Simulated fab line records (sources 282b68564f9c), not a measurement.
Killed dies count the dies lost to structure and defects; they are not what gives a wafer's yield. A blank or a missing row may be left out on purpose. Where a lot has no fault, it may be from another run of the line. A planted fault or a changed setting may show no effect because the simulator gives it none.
A lot that was struck, set against a sound lot ; flow rit_cmos ; 25 out of 202 route steps
Sound: the wafers L307.1, L307.5, L307.6. Wafers L321.3, L321.4, L321.6 were the ones struck. The cause comes at the end.
Each step with rows lists, per side, the tool, then ch with its chambers, then its first start. Under that, the readings that differ: sound wafers ; struck wafers ; difference of the means ; sigmas: that difference in standard deviations of wafers without a fault.
alike: same words and numbers on both sides, and readings whose means sit less than 2 such deviations apart. not compared: any withheld reading, any reading some wafer has no value for, any bound like >300 that may hide the same value, and any number with overlapping values for which the record gives no deviation.
The two part at a step that has a row with sigmas, a row that says differs or no value, or rows on one side only. Non-overlapping numbers with no deviation appear without sigmas and do not part them. A reading missing from all wafers of one side parts the sides only when that side holds two or more wafers.

first, 1 step without rows for these wafers: RIT_PRETRO_IMPLANT_08.
RIT_PRETRO_STRIP_09: strips in O2, time 180 s.
  sound on plasma_asher-02 ch 0,1, day 3 09:44; struck on plasma_asher-04 ch 0,1, day 6 08:27
  alike: drypump_motor_current_A
  not compared: rf_hours_counter_h
RIT_PRETRO_TW_MEAS_10:
  struck on film_metro-04, day 6 08:35; sound on film_metro-01, day 3 09:55
  alike: PRETRO_TW
then, 5 steps without rows for these wafers: RIT_GATE_WET_ETCH_00 (etches SiO2 in BOE, target depth 56 nm, time 60 s); RIT_GATE_CLEAN_01 (cleans in SC1, time 600 s); RIT_GATE_CLEAN_02 (cleans in dHF, time 30 s); RIT_GATE_CLEAN_03 (cleans in SC2, time 600 s); RIT_GATE_CLEAN_04 (cleans in dHF, time 60 s).
RIT_FOX2_THK_MEAS_91:
  struck on film_metro-02, day 6 09:04; sound on film_metro-01, day 3 10:23
reading;sound;struck;difference;sigmas
FIELD_OXIDE_LEFT_2_THK (nm);268 274 272;255 258 253;-16;-2
then, 2 steps without rows for these wafers: RIT_GATE_OXIDATION_05 (target thk 3 nm, ox time 270 s); RIT_GATE_ANNEAL_06 (time 600 s).
RIT_GATE_THK_MEAS_07:
  struck on film_metro-01, day 6 10:28; sound on film_metro-03, day 3 11:46
  alike: GATE_OXIDE_THK
RIT_GATE_CVD_08: deposits poly-Si from SiH4, target thk 250 nm, time 2220 s.
  sound on lpcvd-01 ch 1, day 3 11:50; struck on lpcvd-02 ch 0, day 6 12:17
RIT_GATE_THK_MEAS_09:
  struck on film_metro-03, day 6 13:55; sound on film_metro-01, day 3 13:27
reading;sound;struck;difference;sigmas
GATE_POLY_THK (nm);251.1 251.5 252.0;502.2 503.4 505.8;+252.3;+99 or more
then, 6 steps without rows for these wafers: RIT_GATE_HMDS_10 (prime time 60 s); RIT_GATE_COAT_11 (resist thk 850 nm); RIT_GATE_SOFTBAKE_12 (time 60 s); RIT_GATE_EXPOSE_13 (exposes mask M6, target cd 150 nm); RIT_GATE_PEB_14; RIT_GATE_DEVELOP_15 (develop time 50 s).
RIT_GATE_CD_MEAS_16: target cd 150 nm.
  struck on cd_sem-02, day 6 15:03; sound on cd_sem-02, day 3 14:22
  alike: cd_nm
RIT_GATE_OVL_MEAS_17:
  struck on overlay-01, day 6 15:08; sound on overlay-01, day 3 14:29
  alike: GATE_OVL
then, 1 step without rows for these wafers: RIT_GATE_HARDBAKE_18 (time 60 s).
RIT_GATE_ETCH_19: etches poly-Si in SF6/CHF3/O2, stops on SiO2, time 165 s, target depth 312.5 nm.
  sound on rie_si-01 ch 0,2,3, day 3 14:40; struck on rie_si-01 ch 0,2,3, day 6 15:22
reading;sound;struck;difference;sigmas
oes_product_au (a.u.);0.851 0.844 0.855;1.005 0.990 1.011;+0.152;+11
model.GATE.feature_depth_nm (nm);251 251.4 251.9;310.3 312.6 314.7;+61.1;
model.etch.depth_nm (nm);251 251.4 251.9;310.3 312.6 314.7;+61.1;
  alike: SF6_flow_sccm, drypump_motor_current_A, throttle_valve_pct
  not compared: rf_hours_counter_h
RIT_GATE_STRIP_20: strips in O2, time 180 s.
  sound on plasma_asher-03 ch 0,1, day 3 14:47; struck on plasma_asher-01 ch 0,1, day 6 15:32
  alike: drypump_motor_current_A
  not compared: rf_hours_counter_h

## WHERE THEY PART
First at RIT_FOX2_THK_MEAS_91; last, within this record, at RIT_GATE_ETCH_19. Later steps at which nothing parts them and some readings are alike: RIT_GATE_STRIP_20.

WHY: whatever the simulator had introduced
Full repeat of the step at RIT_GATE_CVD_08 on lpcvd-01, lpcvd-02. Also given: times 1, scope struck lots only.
